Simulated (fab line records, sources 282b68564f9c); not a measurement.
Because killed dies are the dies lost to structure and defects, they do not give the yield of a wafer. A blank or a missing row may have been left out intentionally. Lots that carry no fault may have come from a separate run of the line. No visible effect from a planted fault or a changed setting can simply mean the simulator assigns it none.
One fault seen from 2 desks + flow rit cmos + each desk holds nothing but its own numbers, with what lay behind them at the end

== THE METROLOGY DESK ==
Lot by lot, what the gauges showed, no matter which tool ran the lot: averages of those sampled wafers that carry a number. If a lot's mean is further than 4 standard deviations from the usual mean, the lot is out of limits and carries the mark OUT (the distance appears in the brackets).
Columns: A = GATE_OXIDE_THK at RIT_GATE_THK_MEAS_07, usual 3.00 nm
| lot  | first seen here | A               |
|------|-----------------|-----------------|
| L526 | day 2 16:02     | 2.92            |
| L527 | day 2 20:50     | 3.01            |
| L528 | day 3 05:23     | 3.04            |
| L529 | day 3 05:38     | 2.92            |
| L531 | day 3 16:47     | 2.92            |
| L532 | day 3 20:37     | 3.45 (+7.3) OUT |
| L533 | day 4 02:26     | 3.47 (+7.6) OUT |
| L535 | day 4 11:53     | 3.01            |
| L536 | day 4 16:58     | 3.41 (+6.7) OUT |
| L543 | day 6 03:54     | 2.97            |
| L544 | day 6 09:04     | 3.02            |
| L545 | day 6 14:01     | 3.07            |
| L546 | day 6 18:35     | 3.01            |
| L547 | day 6 23:17     | 2.94            |
| L548 | day 7 06:36     | 3.04            |
This desk reports L532, L533, L536 out of limits; the earliest was L532 at day 3 20:37 (GATE_OXIDE_THK at RIT_GATE_THK_MEAS_07). L526, L527, L528, L529, L531, L535, L543, L544, L545, L546, L547, L548 stayed within limits.

== AT THE TOOL OWNER'S DESK: furnace-02 ==
The tool's own readings at RIT_GATE_OXIDATION_05 (target thk 3 nm, ox time 270 s): means of the sampled wafers that have a number, for each lot that ran on this tool. If a lot's mean is further than 4 standard deviations from the usual mean, the lot is out of limits and carries the mark OUT (the distance appears in the brackets).
Columns: A = tube center temp C at RIT_GATE_OXIDATION_05, usual 899.99 C; B = zone power centre pct at RIT_GATE_OXIDATION_05, usual 42.3 %
| lot  | first seen here | A      | B    |
|------|-----------------|--------|------|
| L527 | day 2 19:31     | 900.00 | 41.9 |
| L529 | day 3 04:03     | 899.99 | 41.3 |
| L531 | day 3 15:27     | 900.02 | 41.4 |
| L532 | day 3 19:16     | 899.94 | 41.4 |
| L533 | day 3 23:48     | 899.98 | 41.8 |
| L536 | day 4 15:38     | 899.94 | 41.6 |
| L547 | day 6 21:58     | 900.02 | 41.3 |
Finding of this desk: none of the 7 lots has anything out of limits.

== PUT TOGETHER ==
At day 3 20:37 the metrology desk could have sounded an alarm, on L532, L533, L536.
The desk of the tool owner found nothing out of limits.
The tool owner's desk has L532, L533, L536 on record, within its limits.
On furnace-02, each named lot ran RIT_GATE_OXIDATION_05.

== WHAT THE SIMULATOR HAD INSERTED ==
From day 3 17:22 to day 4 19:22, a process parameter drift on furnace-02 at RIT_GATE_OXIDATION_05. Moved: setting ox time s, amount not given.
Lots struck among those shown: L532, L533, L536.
Time in hours between the start of the fault and the first out-of-limits reading at each desk: metrology desk, 3.
